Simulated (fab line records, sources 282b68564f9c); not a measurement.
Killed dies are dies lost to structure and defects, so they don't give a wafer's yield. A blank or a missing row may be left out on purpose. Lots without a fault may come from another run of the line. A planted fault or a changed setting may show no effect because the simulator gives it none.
Which tool did it? | flow rit_cmos | 14 lots, 42 wafers sampled, at 2 steps of a route of 202

WHAT THE GAUGES READ, wafer by wafer
RIT_GATE_THK_MEAS_07.
lot  | measured    | on            | GATE_OXIDE_THK (nm)
L499 | day 2 11:34 | film_metro-04 | 3.07 3.11 3.11
L500 | day 2 16:02 | film_metro-03 | 2.90 2.94 2.93
L503 | day 3 05:38 | film_metro-04 | 2.87 2.94 2.94
L504 | day 3 11:42 | film_metro-01 | 2.94 2.91 3.03
L506 | day 3 20:37 | film_metro-04 | 3.04 3.03 2.93
L507 | day 4 02:26 | film_metro-01 | 2.71 2.73 2.73
L508 | day 4 06:50 | film_metro-03 | 3.05 3.03 3.03
L509 | day 4 11:53 | film_metro-01 | 3.04 2.99 3.00
L510 | day 4 16:58 | film_metro-01 | 2.64 2.71 2.66
L513 | day 5 07:18 | film_metro-04 | 2.91 2.94 2.98
L517 | day 6 03:54 | film_metro-03 | 2.97 2.97 2.97
L518 | day 6 09:04 | film_metro-01 | 3.02 3.04 3.00
L519 | day 6 14:01 | film_metro-01 | 3.05 3.09 3.07
L520 | day 6 18:35 | film_metro-03 | 2.97 3.03 3.03

WHICH TOOL RAN EACH LOT (tool, then ch and the chambers of the sampled wafers, then the start)
lot  | RIT_GATE_OXIDATION_05
L499 | furnace-04 ch 0, day 2 09:30
L500 | furnace-03 ch 0, day 2 14:43
L503 | furnace-02 ch 0, day 3 04:03
L504 | furnace-04 ch 0, day 3 10:22
L506 | furnace-02 ch 0, day 3 19:16
L507 | furnace-02 ch 0, day 3 23:48
L508 | furnace-03 ch 0, day 4 05:31
L509 | furnace-04 ch 0, day 4 09:50
L510 | furnace-02 ch 0, day 4 15:38
L513 | furnace-04 ch 0, day 5 05:55
L517 | furnace-04 ch 0, day 6 01:51
L518 | furnace-04 ch 0, day 6 07:44
L519 | furnace-04 ch 0, day 6 12:41
L520 | furnace-03 ch 0, day 6 17:16
- RIT_GATE_OXIDATION_05: target thk 3 nm, ox time 270 s.

WHAT THE TOOLS THEMSELVES READ (means of the sampled wafers that have a number; where no wafer has one, the mark that the record gives instead)
RIT_GATE_OXIDATION_05.
lot  | tool       | spike_tc_centre_C (C)
L499 | furnace-04 | 903.3
L500 | furnace-03 | 900.9
L503 | furnace-02 | 902.4
L504 | furnace-04 | 902.4
L506 | furnace-02 | 901.3
L507 | furnace-02 | 902.1
L508 | furnace-03 | 901.9
L509 | furnace-04 | 901.8
L510 | furnace-02 | 902.6
L513 | furnace-04 | 901.6
L517 | furnace-04 | 902.7
L518 | furnace-04 | 902.3
L519 | furnace-04 | 901.7
L520 | furnace-03 | 902.5

THE ANSWER, worked out from the rows above alone
Rule: what is usual is taken from the lots themselves. Put in order of their means at a reading, lots are off if they are a third of the lots or fewer, leave a main group of 4 or more, and stand apart from it by a gap of 3 or more times the standard deviation of the main group's means; of several such gaps the widest counts. A main group whose means are all the same, to the digits that the tables above print for the reading, isn't used. A lot without any number at a reading at which 4 lots or more have one is off too. The other lots that the step has rows for count as sound. The gauges are gone through in route order, then the tools' own readings, and for those a lot's mean is taken as printed above. The first step at which some lot is off is used, and at that step the reading that is off furthest; a lot without a number counts as furthest.
Off: L507, L510, at RIT_GATE_THK_MEAS_07 (GATE_OXIDE_THK). The main group: mean 3.00 nm, standard deviation 0.054.
A tool fits if, at a process step before that reading, it ran every lot that is off, and no sound lot after the first of them. The gauges at RIT_GATE_THK_MEAS_07 are tried like those tools. One fits: furnace-02 at RIT_GATE_OXIDATION_05. Its last sound lot is L506 (day 3 19:16), its first lot that is off L507 (day 3 23:48): a fault that began between those two fits.

WHAT THE SIMULATOR HAD PUT IN
Process parameter drift: furnace-02, from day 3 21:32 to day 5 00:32, at RIT_GATE_OXIDATION_05. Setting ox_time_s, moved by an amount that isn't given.
Lots struck among those shown: L507, L510. The rule above found the same.
